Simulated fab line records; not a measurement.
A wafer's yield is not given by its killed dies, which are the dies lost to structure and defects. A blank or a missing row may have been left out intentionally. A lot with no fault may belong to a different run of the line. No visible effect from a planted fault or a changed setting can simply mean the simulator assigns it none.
What tool caused it? + flow berkeley cmos170 + 13 lots with 39 wafers sampled at 4 steps, on a route of 331 steps

## WHAT EACH GAUGE READ, for each wafer
UCB170_M1_CD_MEAS_09 targets a cd of 700 nm.
| lot  | measured     | on        | cd nm (nm)                          |
|------|--------------|-----------|-------------------------------------|
| L515 | day 8 15:49  | cd sem-01 | 701.6 700.5 700.7                   |
| L514 | day 8 17:40  | cd sem-02 | 698.0 696.0 698.1                   |
| L517 | day 9 01:39  | cd sem-01 | 700.0 699.1 699.5                   |
| L520 | day 9 04:59  | cd sem-02 | 698.8 699.2 700.5                   |
| L521 | day 10 01:22 | cd sem-02 | 614.5 615.5 616.1 614.1 615.5 615.5 |
| L522 | day 10 01:34 | cd sem-02 | 698.7 699.4 700.6                   |
| L523 | day 10 02:42 | cd sem-01 | 702.1 700.8 702.0                   |
| L530 | day 11 15:36 | cd sem-01 | 701.6 700.1 700.9                   |
| L529 | day 11 16:07 | cd sem-02 | 700.6 699.3 700.5                   |
| L532 | day 12 08:09 | cd sem-02 | 697.7 698.3 698.1                   |
| L534 | day 12 22:08 | cd sem-01 | 699.7 699.0 701.7                   |
| L535 | day 12 22:25 | cd sem-01 | 698.6 699.3 698.6                   |
| L537 | day 13 07:29 | cd sem-02 | 701.2 699.4 699.7                   |

UCB170_V2_THK_MEAS_01.
| lot  | measured     | on            | V2_TEOS_THK (nm) |
|------|--------------|---------------|------------------|
| L515 | day 8 23:27  | film metro-04 | 1997 2021 2030   |
| L514 | day 9 01:41  | film metro-04 | 1984 2029 2022   |
| L517 | day 9 12:59  | film metro-02 | 1996 1995 2021   |
| L520 | day 9 18:45  | film metro-01 | 1973 1972 2021   |
| L522 | day 10 10:11 | film metro-01 | 1984 2014 2006   |
| L523 | day 10 11:06 | film metro-01 | 1989 2030 2045   |
| L530 | day 12 03:01 | film metro-04 | 2003 1986 2010   |
| L529 | day 12 04:19 | film metro-04 | 1988 2012 2024   |
| L532 | day 12 15:07 | film metro-01 | 2011 2037 2026   |
| L534 | day 13 04:58 | film metro-01 | 1973 2031 2061   |
| L535 | day 13 06:46 | film metro-04 | 1980 2011 2040   |
| L537 | day 13 15:13 | film metro-04 | 1955 1953 1973   |

## WHAT TOOL EACH LOT RAN ON (gives the tool, then ch and the chambers of the sampled wafers, and finally the start)
| lot  | UCB170_M1_EXPOSE_06               | UCB170_V1_ETCH_14                  |
|------|-----------------------------------|------------------------------------|
| L515 | krf scanner-01 ch 0, day 8 15:03  | rie diel-02 ch 0,3, day 8 19:44    |
| L514 | krf scanner-01 ch 0, day 8 16:44  | rie diel-01 ch 0,1,2, day 8 21:50  |
| L517 | krf scanner-01 ch 0, day 9 01:14  | rie diel-01 ch 0,1, day 9 06:35    |
| L520 | krf scanner-01 ch 0, day 9 04:20  | rie diel-04 ch 1,2,3, day 9 12:47  |
| L521 | krf scanner-01 ch 0, day 10 00:58 | -                                  |
| L522 | krf scanner-01 ch 0, day 10 01:11 | rie diel-01 ch 1,2,3, day 10 06:46 |
| L523 | krf scanner-02 ch 0, day 10 02:19 | rie diel-02 ch 0,1,3, day 10 08:02 |
| L530 | krf scanner-01 ch 0, day 11 15:03 | rie diel-01 ch 0,3, day 11 23:32   |
| L529 | krf scanner-02 ch 0, day 11 15:22 | rie diel-04 ch 0,1,3, day 11 23:49 |
| L532 | krf scanner-01 ch 0, day 12 07:22 | rie diel-02 ch 1,2,3, day 12 11:59 |
| L534 | krf scanner-02 ch 0, day 12 21:27 | rie diel-01 ch 1,2,3, day 13 01:53 |
| L535 | krf scanner-02 ch 0, day 12 21:47 | rie diel-01 ch 0,1,3, day 13 03:29 |
| L537 | krf scanner-01 ch 0, day 13 07:06 | rie diel-01 ch 0,1,2, day 13 12:00 |
- UCB170_M1_EXPOSE_06: exposes mask METAL1, target cd 700 nm.
- UCB170_V1_ETCH_14: etches SiO2 in CHF3/CF4/Ar, stops on Al, target depth 1250 nm, time 291 s.

## AS READ BY THE TOOLS THEMSELVES (means over the sampled wafers that have a number; for cases with no such wafer, the mark the record gives instead)
UCB170_V1_ETCH_14.
| lot  | tool        | drypump motor current A (A) | oes product au (a.u.) | throttle valve pct (%) |
|------|-------------|-----------------------------|-----------------------|------------------------|
| L515 | rie diel-02 | 6.0                         | 0.877                 | 6.98                   |
| L514 | rie diel-01 | 6.1                         | 0.865                 | 6.90                   |
| L517 | rie diel-01 | 6.3                         | 0.874                 | 6.85                   |
| L520 | rie diel-04 | 5.9                         | 0.880                 | 6.91                   |
| L522 | rie diel-01 | 5.6                         | 0.861                 | 6.89                   |
| L523 | rie diel-02 | 6.1                         | 0.879                 | 6.93                   |
| L530 | rie diel-01 | 6.0                         | 0.881                 | 6.93                   |
| L529 | rie diel-04 | 5.8                         | 0.881                 | 6.93                   |
| L532 | rie diel-02 | 6.1                         | 0.883                 | 6.97                   |
| L534 | rie diel-01 | 5.6                         | 0.869                 | 6.90                   |
| L535 | rie diel-01 | 5.9                         | 0.877                 | 6.89                   |
| L537 | rie diel-01 | 6.1                         | 0.870                 | 6.89                   |

## THE ANSWER, worked out from the rows above alone
Rule: the usual values come from the lots themselves. Put in order of their means at a reading, lots are off if they are a third of the lots or fewer, leave a main group of 4 or more, and stand apart from it by a gap of 3 or more times the standard deviation of the main group's means; of several such gaps the widest counts. A main group is skipped when, at the precision printed for the reading in the tables above, its means are all equal. A lot without any number at a reading at which 4 lots or more have one is off too. Where the step has rows for the other lots, those lots are counted as sound. First the gauges in route order, then the tools' own readings, where a lot's mean is used as printed above. The first step at which some lot is off is used, and at that step the reading that is off furthest; a lot without a number counts as furthest.
Off: L521 (UCB170_M1_CD_MEAS_09, cd nm). Main group: mean 699.7 nm, sd 1.2.
A tool fits if, at a process step before that reading, it ran every lot that is off, and no sound lot after the first of them. Gauges at UCB170_M1_CD_MEAS_09: tried the same way as those tools. Not one of the candidates tried fits.

## WHAT THE SIMULATOR PUT IN
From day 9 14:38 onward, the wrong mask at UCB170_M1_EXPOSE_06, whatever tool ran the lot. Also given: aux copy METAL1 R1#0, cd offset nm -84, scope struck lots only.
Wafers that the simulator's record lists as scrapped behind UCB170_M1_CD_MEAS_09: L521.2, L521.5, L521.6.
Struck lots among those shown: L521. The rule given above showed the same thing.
